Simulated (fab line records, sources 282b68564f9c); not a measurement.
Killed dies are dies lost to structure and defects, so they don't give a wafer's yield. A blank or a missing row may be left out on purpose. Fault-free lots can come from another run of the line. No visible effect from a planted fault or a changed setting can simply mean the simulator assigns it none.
A struck lot beside a sound one :: flow rit_cmos :: 17 out of 202 route steps
Sound: wafers L475.2, L475.3, L475.5. Struck: wafer L488.6. (L488.1, L488.4 of the same lot were not struck and are left out.) The cause comes at the end.
For every step that has rows: the tool of each side, followed by ch and its chambers, followed by its first start. Under that, the readings that differ: sound wafers :: struck wafers :: difference of the means :: sigmas: that difference in standard deviations of wafers without a fault.
alike: words and numbers the same on both sides, and readings whose means are apart by under 2 such deviations; not compared: readings that were withheld, readings missing a value for some wafer, numbers with overlapping values and no deviation given by the record, and bounds like >300 which may hide the same value.
A row with sigmas, a row that says differs or no value, or rows on one side alone: a step with any of these is where the two part. Numbers that don't overlap but have no deviation are shown without sigmas and don't part them. A reading missing from all wafers of one side parts the sides only when that side holds two or more wafers.

first, 1 step without rows for these wafers: RIT_PSD_IMPLANT_08.
RIT_PSD_STRIP_09: strips in O2, time 180 s.
  sound on plasma_asher-01 ch 0,1, day 3 03:07; struck on plasma_asher-03 ch 0, day 6 04:28
reading: drypump_motor_current_A (A)
sound: 5.63 5.79 5.67
struck: 6.18
difference: +0.48
sigmas: +2
  alike: chamber_pressure_mTorr
  not compared: rf_hours_counter_h
RIT_PSD_TW_MEAS_10:
  sound: film_metro-03 at day 3 03:17; struck: film_metro-03 at day 6 04:38
  alike: PSD_TW
then, 3 steps without rows for these wafers: RIT_SDANNEAL_CLEAN_00 (cleans in SC1, time 600 s); RIT_SDANNEAL_CLEAN_01 (cleans in dHF, time 30 s); RIT_SDANNEAL_CLEAN_02 (cleans in SC2, time 600 s).
RIT_SDANNEAL_RTA_03: time 5 s.
  sound on rtp_anneal-01 ch 0, day 3 03:44; struck on rtp_anneal-02 ch 0, day 6 05:25
reading: ramp_down_c_per_s
sound: 171.04 170.98 170.99
struck: 170.91
difference: -0.09
sigmas: -3
  alike: wafer_temp_C_max
RIT_SDANNEAL_RS_MEAS_04: a four-point-probe measurement.
  sound: film_metro-01 at day 3 03:48; struck: film_metro-01 at day 6 05:29
  alike: PSD_RS
RIT_SDANNEAL_RS_MEAS_05: a four-point-probe measurement.
  sound: film_metro-01 at day 3 03:55; struck: film_metro-01 at day 6 05:36
reading: NSD_RS (ohm/sq)
sound: 82.6 83.1 83.1
struck: 83.7
difference: +0.8
sigmas: +2
RIT_SDANNEAL_RS_MEAS_06: a four-point-probe measurement.
  sound: film_metro-01 at day 3 04:02; struck: film_metro-01 at day 6 05:43
  alike: PLDD_RS
RIT_SDANNEAL_RS_MEAS_07: a four-point-probe measurement.
  sound: film_metro-01 at day 3 04:10; struck: film_metro-01 at day 6 05:50
  alike: NLDD_RS
then, 1 step without rows for these wafers: RIT_SILICIDE_WET_ETCH_00 (etches SiO2 in BOE, target depth 14 nm, time 15 s).
RIT_SILICIDE_SPUTTER_01: material Ti, target thk 30 nm, time 240 s.
  sound: pvd_sputter-03 at day 3 04:17; struck: pvd_sputter-03 at day 6 05:58
reading: substrate_temp_c (C)
sound: 25.15 25.12 24.98
struck: 24.84
difference: -0.24
sigmas: -2

reading: model.Ti_of_SILICIDE_SPUTTER_01.thk_nm (nm)
sound: 29.51 29.04 29.21
struck: 32.86
difference: +3.61
sigmas: 
  alike: throttle_valve_pct
RIT_SILICIDE_RS_MEAS_02: a four-point-probe measurement.
  sound: film_metro-04 at day 3 04:27; struck: film_metro-04 at day 6 06:07
reading: SILICIDE_TI_RS (ohm/sq)
sound: 48.9 50.0 49.6
struck: 42.7
difference: -6.8
sigmas: -11
RIT_SILICIDE_THK_MEAS_03: measures by xrf.
  sound: film_metro-04 at day 3 04:34; struck: film_metro-04 at day 6 06:14
reading: SILICIDE_TI_THK (nm)
sound: 29.4 29.1 29.3
struck: 33.3
difference: +4.0
sigmas: +13
RIT_SILICIDE_RTA_04: time 10 s, ramp up 5 s, ramp down 5 s.
  sound on rtp_anneal-02 ch 0, day 3 04:37; struck on rtp_anneal-01 ch 0, day 6 06:18
  alike: wafer_temp_C_max
RIT_M1_PROBE_99:
  sound: prober-02 at day 3 11:13; struck: prober-01 at day 6 13:28
reading: killed_at_front_end
sound: 7 9 14
struck: 3
difference: -7
sigmas: -2

reading: killed_dies
sound: 7 9 14
struck: 3
difference: -7
sigmas: -2

reading: model.etest.npoly_line.line_ohm_um
sound: 169.9 175.2 173.1
struck: 159.2
difference: -13.5
sigmas: 

reading: model.etest.ppoly_line.line_ohm_um
sound: 163.2 167.9 165.5
struck: 156
difference: -10
sigmas: 

reading: model.etest.contact_pplus.end_ohm_um
sound: 44.03 43.46 42.89
struck: 49.86
difference: +6.40
sigmas: 

reading: model.etest.contact_nplus.end_ohm_um
sound: 40.02 40.17 41.26
struck: 44.77
difference: +4.29
sigmas: 

reading: model.etest.npoly_line.rs_ohm_sq
sound: 17.16 17.28 17.48
struck: 15.84
difference: -1.47
sigmas: 

reading: model.etest.ppoly_line.rs_ohm_sq
sound: 16.61 16.82 16.7
struck: 15.45
difference: -1.26
sigmas: 

reading: model.etest.npoly_sal.rs_ohm_sq
sound: 4.386 4.481 4.433
struck: 3.949
difference: -0.484
sigmas: 

reading: model.etest.ppoly_sal.rs_ohm_sq
sound: 4.309 4.433 4.378
struck: 3.936
difference: -0.437
sigmas: 
  alike: killed_at_contacts, killed_open, killed_short

## WHERE THEY PART
Last at RIT_M1_PROBE_99 as far as this record goes, first at RIT_PSD_STRIP_09.

WHY: what the simulator had put in
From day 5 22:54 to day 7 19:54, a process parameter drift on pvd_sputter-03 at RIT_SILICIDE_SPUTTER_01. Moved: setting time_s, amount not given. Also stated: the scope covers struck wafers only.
